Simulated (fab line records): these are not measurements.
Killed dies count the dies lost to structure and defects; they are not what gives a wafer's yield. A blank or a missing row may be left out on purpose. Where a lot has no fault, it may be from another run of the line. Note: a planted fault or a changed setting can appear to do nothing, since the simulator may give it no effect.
One fault through the eyes of 2 desks ; flow rit-cmos ; each desk has only its own numbers; what lay behind them comes last

== THE METROLOGY DESK ==
What the gauges read, lot by lot, whatever tool the lot ran on: means of the sampled wafers that have a number. Marked OUT: a lot whose mean sits more than 4 standard deviations from the usual mean, which makes it out of limits; the brackets give that distance. It has 14 readings; the 7 that lie furthest out on some lot are the ones shown.
Columns: A = PSD_RS at RIT_SDANNEAL_RS_MEAS_04, usual 115.9 ohm/sq; B = SILICIDE_TI_RS at RIT_SILICIDE_RS_MEAS_02, usual 47.9 ohm/sq; C = SILICIDE_TI_THK at RIT_SILICIDE_THK_MEAS_03, usual 29.6 nm; D = CONTACT_TEOS_THK at RIT_CONTACT_THK_MEAS_01, usual 401 nm; E = M1_AL_RS at RIT_M1_RS_MEAS_01, usual 0.0733 ohm/sq; F = M1_AL_THK at RIT_M1_THK_MEAS_02, usual 402 nm; G = M1_OVL at RIT_M1_OVL_MEAS_10, usual -0.5 nm
lot;first seen here;A;B;C;D;E;F;G
L454;day 3 13:43;115.4;49.3;29.0;400;0.0739;400;-2.2
L462;day 5 05:06;115.9;48.0;29.5;397;0.0729;403;1.2
L464;day 5 14:28;115.8;48.4;29.3;402;0.0736;401;-2.7
L466;day 5 22:32;115.9;48.4;29.5;404;0.0748;394;-0.3
L473;day 7 07:16;115.4;48.0;29.5;392;0.0729;403;-0.3
L475;day 7 18:37;115.9;47.7;29.7;397;0.0720;409;-0.2
This desk's verdict: no lot among the 6 shows anything out of limits.

== DESK OF THE TOOL OWNER: rtp-anneal-01 ==
The tool's own readings at RIT_SILICIDE_RTA_04 (time 10 s, ramp up 5 s, ramp down 5 s): means of the sampled wafers that have a number, for each lot that ran on this tool. Marked OUT: a lot whose mean sits more than 4 standard deviations from the usual mean, which makes it out of limits; the brackets give that distance.
Columns: A = wafer_temp_C_max at RIT_SILICIDE_RTA_04, usual 654.5
lot;first seen here;A
L454;day 3 14:32;653.4
L462;day 5 05:56;653.9
L464;day 5 15:16;653.8
L466;day 5 23:21;654.5
This desk's verdict: no lot among the 4 shows anything out of limits.

== PUT TOGETHER ==
From the metrology desk's view, nothing was out of limits.
The tool owner's desk saw nothing out of limits.

== WHAT THE SIMULATOR HAD PUT IN ==
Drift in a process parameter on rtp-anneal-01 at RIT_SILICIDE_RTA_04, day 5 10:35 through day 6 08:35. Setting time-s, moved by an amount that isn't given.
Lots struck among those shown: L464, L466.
